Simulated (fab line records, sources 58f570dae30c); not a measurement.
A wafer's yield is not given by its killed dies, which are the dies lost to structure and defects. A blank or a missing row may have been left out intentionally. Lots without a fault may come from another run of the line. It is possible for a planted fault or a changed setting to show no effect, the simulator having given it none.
fab line records | flow berkeleyCmos170
record: lots: 6 | wafers: 18 | lastDay: 11
route steps=331 shown NWELL@33 PWELL@34
lots with no fault: from the same line, run without faults
startH: hours from the record's opening day to when the first of the lot's shown wafers began | waitH: hours since the lot's step before | " the same as in the row above | L1.1+2: one row covering several wafers at once | - no value present, or no start provided | * or withheld: withheld | < > ~ a bound
route shown NAME@n: a module of which the file shows steps, and the number in the route of the first | usual: mean and standard deviation over wafers with no fault | same: alike in all rows | chamber/n: place in a boat | sites: per-site readings | _std_site: how widely they spread, as a standard deviation | _edge_site: outer sites' mean less inner sites' | radiusMm: how far each site lies from the wafer's centre | mask NAME#n: copy n | behind: the most recent tool/chamber to have shaped the wafer | hold: cause of the lot's hold/its duration in hours/its outcome | device: the n, p or np transistor that did not switch | end of line: tests run on the same wafers once the route is complete | a step without rows: its recipe alone | killed: not the wafer's yield, but the dies lost to structure and defects at the first sort | map: shows each die of a wafer: x if killed, . if not, _ if none is there
set.NAME: the setting as run; set.NAME@STEP: as run at that earlier step | model.NAME: the simulator's own value behind a step, which no gauge read
lots at selected steps of the route; one table per step, one row per wafer
== steps ==
step: UCB170_NWELL_WET_ETCH_19
recipe: chemistry: BOE | dilution: 5:1 | target: SiO2 | tempC: 25 | timeS: 22
step: UCB170_PWELL_CLEAN_00
recipe: chemistry: SPM | tempC: 120 | timeS: 600
step: UCB170_PWELL_CLEAN_01
recipe: chemistry: dHF | dilution: 25:1 | timeS: 60
step: UCB170_PWELL_OXIDATION_02
recipe: tempC: 1000 | ambient: O2 | targetThkA: 264 | oxTimeS: 1321
step: UCB170_PWELL_THK_MEAS_03
recipe: reads: SiO2_of_PWELL_OXIDATION_02
usual: PWELL_OXIDE_THK: 27.0/0.44
lot.wafer | tool         | chamber | startH | waitH | PWELL_OXIDE_THK[nm]
L456.1    | filmMetro-04 | -       | 79.49  | 0.0   | 27.1
L456.3    | "            | -       | "      | "     | 26.4
L456.4    | "            | -       | "      | "     | 26.5
L458.1    | filmMetro-04 | -       | 88.92  | 0.0   | 27.3
L458.5    | "            | -       | "      | "     | 26.8
L458.6    | "            | -       | "      | "     | 27.4
L459.2    | filmMetro-03 | -       | 88.93  | 0.0   | 27.5
L459.5    | "            | -       | "      | "     | 27.4
L459.6    | "            | -       | "      | "     | 26.9
L464.2    | filmMetro-03 | -       | 118.54 | 0.0   | 26.5
L464.4    | "            | -       | "      | "     | 26.6
L464.5    | "            | -       | "      | "     | 26.9
L465.2    | filmMetro-01 | -       | 118.54 | 0.0   | 26.3
L465.4    | "            | -       | "      | "     | 26.5
L465.5    | "            | -       | "      | "     | 26.4
L467.2    | filmMetro-03 | -       | 131.95 | 0.0   | 26.0
L467.3    | "            | -       | "      | "     | 25.9
L467.6    | "            | -       | "      | "     | 26.1
step: UCB170_PWELL_ANNEAL_04
recipe: tempC: 1000 | timeS: 900 | ambient: N2
step: UCB170_PWELL_CVD_05
recipe: material: Si3N4 | targetThkNm: 220 | tempC: 800 | precursor: SiH2Cl2/NH3 | timeS: 3300 | pressureMtorr: 200 | sih2cl2FlowSccm: 25 | nh3FlowSccm: 75
step: UCB170_PWELL_THK_MEAS_06
recipe: reads: Si3N4_of_PWELL_CVD_05
usual: PWELL_NITRIDE_THK: 220.0/2.1
lot.wafer | tool         | chamber | startH | waitH | PWELL_NITRIDE_THK[nm]
L456.1    | filmMetro-04 | -       | 85.72  | 0.1   | 221.8
L456.3    | "            | -       | "      | "     | 223.1
L456.4    | "            | -       | "      | "     | 222.4
L458.1    | filmMetro-04 | -       | 96.48  | 0.0   | 217.0
L458.5    | "            | -       | "      | "     | 216.3
L458.6    | "            | -       | "      | "     | 217.0
L459.2    | filmMetro-03 | -       | 96.49  | 0.0   | 219.5
L459.5    | "            | -       | "      | "     | 219.4
L459.6    | "            | -       | "      | "     | 219.6
L465.2    | filmMetro-04 | -       | 125.40 | 0.0   | 221.1
L465.4    | "            | -       | "      | "     | 220.2
L465.5    | "            | -       | "      | "     | 221.1
L464.2    | filmMetro-01 | -       | 125.42 | 0.0   | 220.0
L464.4    | "            | -       | "      | "     | 221.1
L464.5    | "            | -       | "      | "     | 220.2
L467.2    | filmMetro-01 | -       | 139.01 | 0.0   | 219.4
L467.3    | "            | -       | "      | "     | 219.2
L467.6    | "            | -       | "      | "     | 220.2
step: UCB170_PWELL_HMDS_07
recipe: primeTimeS: 60 | primeTempC: 100
step: UCB170_PWELL_COAT_08
recipe: resist: KrF | spinRpm: 1500 | resistThkNm: 900
step: UCB170_PWELL_SOFTBAKE_09
recipe: resist: KrF | tempC: 130 | timeS: 60
step: UCB170_PWELL_EXPOSE_10
recipe: maskId: PWELL | targetCdNm: 3000 | na: 0.5 | sigmaOuter: 0.6 | sourceShape: conventional | doseMj: 19
step: UCB170_PWELL_PEB_11
recipe: pebTempC: 130 | pebTimeS: withheld | resist: KrF
usual: chillPlateTempC: 23.00/0.11 | exhaustPa: 45.2/0.93
lot.wafer | tool          | chamber | startH | waitH | chillPlateTempC | exhaustPa
L456.1    | lithoTrack-03 | 0       | 87.19  | 0.1   | 23.01           | 44.6
L456.3    | "             | 0       | "      | "     | 23.04           | 46.0
L456.4    | "             | 0       | "      | "     | 23.03           | 44.7
L459.2    | lithoTrack-02 | -       | 97.61  | 0.3   | -               | -
L459.5    | "             | -       | "      | "     | -               | -
L459.6    | "             | -       | "      | "     | -               | -
L458.1    | lithoTrack-01 | -       | 97.71  | 0.2   | -               | -
L458.5    | "             | -       | "      | "     | -               | -
L458.6    | "             | -       | "      | "     | -               | -
L465.2    | lithoTrack-03 | 0       | 127.27 | 0.8   | 23.19           | 46.3
L465.4    | "             | 0       | "      | "     | 23.03           | 45.6
L465.5    | "             | 0       | "      | "     | 23.12           | 45.6
L464.2    | lithoTrack-01 | 0       | 127.59 | 0.8   | 23.04           | 45.1
L464.4    | "             | 0       | "      | "     | 23.01           | 46.0
L464.5    | "             | 0       | "      | "     | 23.07           | 45.5
L467.2    | lithoTrack-03 | 0       | 139.90 | 0.1   | 23.02           | 44.5
L467.3    | "             | 0       | "      | "     | 23.04           | 47.2
L467.6    | "             | 0       | "      | "     | 23.03           | 45.5
step: UCB170_PWELL_DEVELOP_12
recipe: developer: TMAH | developTimeS: 45 | resist: KrF | devTempC: 21
== key ==
firstSign: step: UCB170_PWELL_PEB_11 | reading: toolRecord | direction: missing
effect none on later readings
metAt UCB170_PWELL_PEB_11
struckWafers L458.1,L458.5,L458.6,L459.2,L459.5,L459.6
laterRowsLeftOut L458.1,L458.5,L458.6,L459.2,L459.5,L459.6
sortLeftOut L458.1,L458.5,L458.6,L459.2,L459.5,L459.6
testerLeftOut L458,L459
fault: kind: skippedStepWhole | tool: lithoTrack-01,lithoTrack-02 | chamber: - | onsetH: 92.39 | steps: UCB170_PWELL_PEB_11 | scope: struckLotsOnly
testerLeftOut: of these lots the tester's yield and bins aren't shown, on N5 and GAA mostly nor the transistor test; their killed dies are dies lost to structure and defects alone, not to doping, threshold or leakage, so they don't give the yield
sortLeftOut: the simulated sort isn't trusted on such a fault, so these wafers' sort isn't shown, and their yield isn't known
laterRowsLeftOut: the simulator's readings of these wafers behind a module that went badly wrong aren't trusted and aren't shown, but for the sort
